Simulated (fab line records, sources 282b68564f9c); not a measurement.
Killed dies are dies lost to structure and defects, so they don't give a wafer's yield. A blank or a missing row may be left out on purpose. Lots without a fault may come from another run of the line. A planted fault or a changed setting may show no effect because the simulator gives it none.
A sampling plan put to the test | flow rit_cmos | one fab line, 7 faults that these records tell of, each judged on the records of the lots that it struck
The plan is the line's own looks: the steps of the route at which a gauge or an inspection reads the wafer and doesn't change it. A look can be judged if struck wafers have a number there and the file gives its usual mean and standard deviation on fault-free wafers. Caught: at a look after the fault's first step, the mean of the struck wafers lies 4 or more of those standard deviations (sigma) from the usual mean. On the tool: the same test on the tool's own readings at the fault's steps. Another recipe on the struck wafers, or a record that is blank for them alone, also counts as caught.

THE FAULTS, as the simulator had put them in
1. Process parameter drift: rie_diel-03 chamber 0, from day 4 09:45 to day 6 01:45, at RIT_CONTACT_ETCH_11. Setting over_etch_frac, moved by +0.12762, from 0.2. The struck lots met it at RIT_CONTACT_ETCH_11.
2. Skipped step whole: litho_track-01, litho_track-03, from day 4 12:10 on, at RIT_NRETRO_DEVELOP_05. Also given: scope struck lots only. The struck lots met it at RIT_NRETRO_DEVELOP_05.
3. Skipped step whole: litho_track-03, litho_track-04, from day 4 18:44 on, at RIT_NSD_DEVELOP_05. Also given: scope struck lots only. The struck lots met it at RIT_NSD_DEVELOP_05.
4. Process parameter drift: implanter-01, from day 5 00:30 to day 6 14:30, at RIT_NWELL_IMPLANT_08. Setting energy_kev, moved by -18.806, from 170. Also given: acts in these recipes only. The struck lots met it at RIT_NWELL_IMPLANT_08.
5. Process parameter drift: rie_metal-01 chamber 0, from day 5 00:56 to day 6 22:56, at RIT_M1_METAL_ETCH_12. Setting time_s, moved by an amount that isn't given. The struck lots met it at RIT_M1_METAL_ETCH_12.
6. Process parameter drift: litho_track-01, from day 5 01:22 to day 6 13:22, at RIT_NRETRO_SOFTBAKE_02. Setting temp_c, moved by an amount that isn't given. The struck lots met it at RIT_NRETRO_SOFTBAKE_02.
7. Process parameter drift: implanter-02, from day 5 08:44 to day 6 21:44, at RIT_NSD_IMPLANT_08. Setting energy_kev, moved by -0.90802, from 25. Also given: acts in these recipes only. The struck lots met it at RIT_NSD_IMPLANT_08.

WHAT THE PLAN SAW
fault | on the tool itself                               | first look that catches it                   | reading, sigma | median hours from its first step to that look | hours from the fault's start to the first struck lot there | judged looks passed uncaught
1     | under 2 sigma                                    | no look after it can be judged               | -              | -                                             | -                                                          | 0
2     | the tool's record is blank for the struck wafers | no look after it can be judged               | -              | -                                             | -                                                          | 0
3     | the tool's record is blank for the struck wafers | no look after it can be judged               | -              | -                                             | -                                                          | 0
4     | beam_energy_keV -99 or beyond sigma              | no look after it can be judged               | -              | -                                             | -                                                          | 0
5     | run_length_s +13 sigma                           | no look after it can be judged               | -              | -                                             | -                                                          | 0
6     | heater_power_total_W +13 sigma                   | no look after it can be judged               | -              | -                                             | -                                                          | 0
7     | beam_energy_keV -99 or beyond sigma              | not the one look that can be judged after it | -              | -                                             | -                                                          | 1
A dash: the fault isn't caught, or these records don't give the number.

Caught at a look: 0 of 7. Caught on the tool: 6 of 7. By one or the other: 6 of 7.
Caught on the tool alone: faults 2, 3, 4, 5, 6, 7.
Caught by neither: fault 1.
